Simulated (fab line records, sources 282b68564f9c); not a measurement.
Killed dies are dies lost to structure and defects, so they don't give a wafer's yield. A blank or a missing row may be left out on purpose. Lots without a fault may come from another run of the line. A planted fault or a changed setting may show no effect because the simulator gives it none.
One fault seen from 2 desks | flow rit_cmos | each desk has only its own numbers; what lay behind them comes last

THE METROLOGY DESK
What the gauges read, lot by lot, whatever tool the lot ran on: means of the sampled wafers that have a number. A lot is out of limits, marked OUT, if its mean lies more than 4 standard deviations from the usual mean; the brackets give that distance.
Columns: A = SILICIDE_TI_RS at RIT_SILICIDE_RS_MEAS_02, usual 47.6 ohm/sq; B = SILICIDE_TI_THK at RIT_SILICIDE_THK_MEAS_03, usual 30.2 nm
lot  | first seen here | A               | B
L321 | day 3 13:18     | 48.3            | 30.0
L322 | day 3 16:38     | 47.5            | 30.0
L323 | day 3 22:15     | 46.3            | 30.7
L324 | day 4 02:50     | 47.1            | 30.2
L325 | day 4 10:22     | 48.0            | 30.2
L328 | day 5 01:18     | 47.0            | 30.7
L329 | day 5 06:13     | 47.4            | 29.9
L330 | day 5 13:16     | 48.0            | 30.3
L331 | day 5 23:04     | 47.8            | 30.4
L335 | day 6 21:28     | 47.8            | 29.8
L337 | day 7 04:18     | 47.0            | 30.4
L339 | day 7 11:59     | 44.1 (-5.5) OUT | 32.3 (+5.9) OUT
L342 | day 7 22:41     | 47.5            | 30.1
This desk's finding: out of limits on L339; first on L339, day 7 11:59 (SILICIDE_TI_RS at RIT_SILICIDE_RS_MEAS_02). In limits: L321, L322, L323, L324, L325, L328, L329, L330, L331, L335, L337, L342.

THE TOOL OWNER'S DESK: pvd_sputter-04
The tool's own readings at RIT_SILICIDE_SPUTTER_01 (material Ti, target thk 30 nm, time 240 s): means of the sampled wafers that have a number, for each lot that ran on this tool. A lot is out of limits, marked OUT, if its mean lies more than 4 standard deviations from the usual mean; the brackets give that distance.
Columns: A = cathode_dc_power_W at RIT_SILICIDE_SPUTTER_01, usual 350.00 W; B = chamber_pressure_pa at RIT_SILICIDE_SPUTTER_01, usual 0.6670 Pa; C = substrate_temp_c at RIT_SILICIDE_SPUTTER_01, usual 24.99 C; D = throttle_valve_pct at RIT_SILICIDE_SPUTTER_01, usual 30.0 %
lot  | first seen here | A      | B      | C     | D
L321 | day 3 13:09     | 350.02 | 0.6673 | 24.99 | 30.6
L322 | day 3 16:29     | 349.95 | 0.6670 | 25.05 | 29.3
L324 | day 4 02:39     | 349.97 | 0.6664 | 24.91 | 30.3
L328 | day 5 01:08     | 350.02 | 0.6655 | 25.00 | 30.1
L329 | day 5 06:00     | 350.01 | 0.6665 | 24.93 | 29.9
L331 | day 5 22:52     | 350.06 | 0.6658 | 24.95 | 29.7
L337 | day 7 04:09     | 350.03 | 0.6667 | 25.07 | 30.7
L339 | day 7 11:50     | 350.00 | 0.6666 | 25.05 | 30.2
This desk's finding: nothing out of limits on any of the 8 lots.

PUT TOGETHER
The metrology desk could have raised an alarm at day 7 11:59, on L339.
The tool owner's desk saw nothing out of limits.
The tool owner's desk has L339 on record, within its limits.
Of the lots named, all ran RIT_SILICIDE_SPUTTER_01 on pvd_sputter-04.

WHAT THE SIMULATOR HAD PUT IN
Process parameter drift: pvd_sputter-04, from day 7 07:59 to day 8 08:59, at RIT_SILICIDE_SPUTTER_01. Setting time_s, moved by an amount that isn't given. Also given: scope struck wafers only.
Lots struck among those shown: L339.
Hours from the fault's start to each desk's first reading out of limits: the metrology desk, 4.
